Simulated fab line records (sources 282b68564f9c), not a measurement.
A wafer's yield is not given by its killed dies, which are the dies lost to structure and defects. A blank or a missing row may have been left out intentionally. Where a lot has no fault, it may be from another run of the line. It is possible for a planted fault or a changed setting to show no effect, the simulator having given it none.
Struck lot and sound lot, side by side -- flow rit cmos -- 41 steps out of a route of 202
Sound: these wafers, L403.3, L403.4, L403.5. Wafers struck: L415.2, L415.5, L415.6. At the end, the cause is stated.
For every step that has rows: the tool of each side, followed by ch and its chambers, followed by its first start. Under that, the readings that differ: sound wafers -- struck wafers -- difference of the means -- sigmas: that difference in standard deviations of wafers without a fault.
alike: readings with means less than 2 such deviations apart, plus words and numbers identical on both sides. not compared: withheld readings, readings lacking a value on some wafer, bounds such as >300 that could conceal the same value, and numbers that have no deviation in the record and whose values overlap.
Wherever a step has rows on one side only, a row that says differs or no value, or a row with sigmas, the two part there. Non-overlapping numbers with no deviation appear without sigmas and do not part them. A reading that every wafer of one side lacks parts them only if that side has two wafers or more.

RIT_ACTIVE_ETCH_13: etches Si3N4 in SF6, stops on SiO2, time 210 s, target depth 210 nm.
  sound on rie diel-04 ch 2,3, day 2 11:32; struck on rie diel-04 ch 0,1,3, day 4 22:58
  alike: SF6_flow_sccm, chamber pressure mTorr, drypump motor current A, oes product au, throttle valve pct
  not compared: rf hours counter h
RIT_ACTIVE_STRIP_14: strips in O2, time 180 s.
  sound on plasma asher-02 ch 0,1, day 2 11:43; struck on plasma asher-02 ch 0,1, day 4 23:07
  alike: drypump motor current A
  not compared: rf hours counter h
RIT_ACTIVE_CD_MEAS_90: target cd 1400 nm.
  sound on cd sem-02 at day 2 11:53; struck on cd sem-02 at day 4 23:18
  alike: cd nm
then, 4 steps without rows for these wafers: RIT_ACTIVE_CLEAN_15 (cleans in SC1, time 600 s); RIT_ACTIVE_CLEAN_16 (cleans in dHF, time 30 s); RIT_ACTIVE_CLEAN_17 (cleans in SC2, time 600 s); RIT_FOX1_OXIDATION_00 (target thk 350.7 nm, ox time 1130 s).
RIT_FOX1_THK_MEAS_01:
  sound on film metro-02 at day 2 13:40; struck on film metro-03 at day 5 03:22
  alike: FOX1_OXIDE_THK
then, 2 steps without rows for these wafers: RIT_FOX1_WET_ETCH_02 (etches SiO2 in BOE, target depth 350 nm, time 390 s); RIT_FOX2_OXIDATION_00 (target thk 350.7 nm, ox time 1082 s).
RIT_FOX2_THK_MEAS_01:
  sound on film metro-02 at day 2 16:32; struck on film metro-02 at day 5 04:52
  alike: FOX2_OXIDE_THK
then, 1 step without rows for these wafers: RIT_FOX2_CLEAN_02 (cleans in dHF, time 180 s).
RIT_FOX2_WET_ETCH_03: etches Si3N4 in H3PO4, target depth 195 nm, time 2700 s.
  sound on wet bench-04 ch 3, day 2 16:38; struck on wet bench-02 ch 1, day 5 04:58
  no value came back on the struck wafers for bath guard temp C (C), bath heat duty pct (%); on the sound wafers bath guard temp C (C) reads 164.6 164.8 164.9
reading,sound,struck,difference,sigmas
model.Si3N4_of_ACTIVE_CVD_03.thk nm (nm),0 0 0,131 132.5 131.9,+132,
model.SiO2_of_FOX2_OXIDATION_00.thk nm (nm),310.4 309.8 307.5,321.8 322 325.7,+13.9,
model.SiO2_of_ACTIVE_OXIDATION_01.thk nm (nm),40.9 40.45 40.03,46.82 47.03 45.65,+6.04,
then, 6 steps without rows for these wafers: RIT_NWELL_HMDS_00 (prime time 60 s); RIT_NWELL_COAT_01 (resist thk 1300 nm); RIT_NWELL_SOFTBAKE_02 (time 60 s); RIT_NWELL_EXPOSE_03 (exposes mask M2, target cd 43900 nm); RIT_NWELL_PEB_04; RIT_NWELL_DEVELOP_05 (develop time 68 s).
RIT_NWELL_OVL_MEAS_06:
  sound on overlay-02 at day 2 18:21; struck on overlay-01 at day 5 06:55
reading,sound,struck,difference,sigmas
NWELL_OVL (nm),-0.2 -2.0 -1.6,2.3 2.1 1.6,+3.3,+3
then, 2 steps without rows for these wafers: RIT_NWELL_HARDBAKE_07 (time 120 s); RIT_NWELL_IMPLANT_08.
RIT_NWELL_STRIP_09: strips in O2, time 180 s.
  sound on plasma asher-01 ch 0,1, day 2 18:50; struck on plasma asher-03 ch 0,1, day 5 07:20
  alike: drypump motor current A
  not compared: rf hours counter h
RIT_NWELL_TW_MEAS_10:
  sound on film metro-01 at day 2 18:58; struck on film metro-01 at day 5 07:32
  alike: NWELL_TW
then, 6 steps without rows for these wafers: RIT_PWELL_HMDS_00 (prime time 60 s); RIT_PWELL_COAT_01 (resist thk 1300 nm); RIT_PWELL_SOFTBAKE_02 (time 60 s); RIT_PWELL_EXPOSE_03 (exposes mask M3, target cd 43700 nm); RIT_PWELL_PEB_04; RIT_PWELL_DEVELOP_05 (develop time 68 s).
RIT_PWELL_OVL_MEAS_06:
  sound on overlay-01 at day 2 20:02; struck on overlay-01 at day 5 08:35
  alike: PWELL_OVL
then, 2 steps without rows for these wafers: RIT_PWELL_HARDBAKE_07 (time 120 s); RIT_PWELL_IMPLANT_08.
RIT_PWELL_STRIP_09: strips in O2, time 180 s.
  sound on plasma asher-03 ch 0,1, day 2 20:31; struck on plasma asher-01 ch 0,1, day 5 09:01
  alike: drypump motor current A
  not compared: rf hours counter h
RIT_PWELL_TW_MEAS_10:
  sound on film metro-03 at day 2 20:39; struck on film metro-04 at day 5 09:13
  alike: PWELL_TW
then, 4 steps without rows for these wafers: RIT_WELLDRIVE_ANNEAL_00 (time 14700 s); RIT_NRETRO_HMDS_00 (prime time 60 s); RIT_NRETRO_COAT_01 (resist thk 1300 nm); RIT_NRETRO_SOFTBAKE_02 (time 60 s).
RIT_GATE_CLEAN_04: cleans in dHF, time 60 s.
  sound on wet bench-04 ch 2, day 3 06:25; struck on wet bench-01 ch 3, day 5 19:10
reading,sound,struck,difference,sigmas
model.SiO2_of_FOX2_OXIDATION_00.thk nm (nm),242.7 242.6 240,253.8 253.6 257.9,+13.3,
RIT_M1_PROBE_99:
  record: rows for the struck wafers here (prober-01, day 6 22:16), none for the sound ones

WHERE THEY PART
Last at RIT_M1_PROBE_99 as far as this record goes, first at RIT_FOX2_WET_ETCH_03.

WHY: what the simulator had put in
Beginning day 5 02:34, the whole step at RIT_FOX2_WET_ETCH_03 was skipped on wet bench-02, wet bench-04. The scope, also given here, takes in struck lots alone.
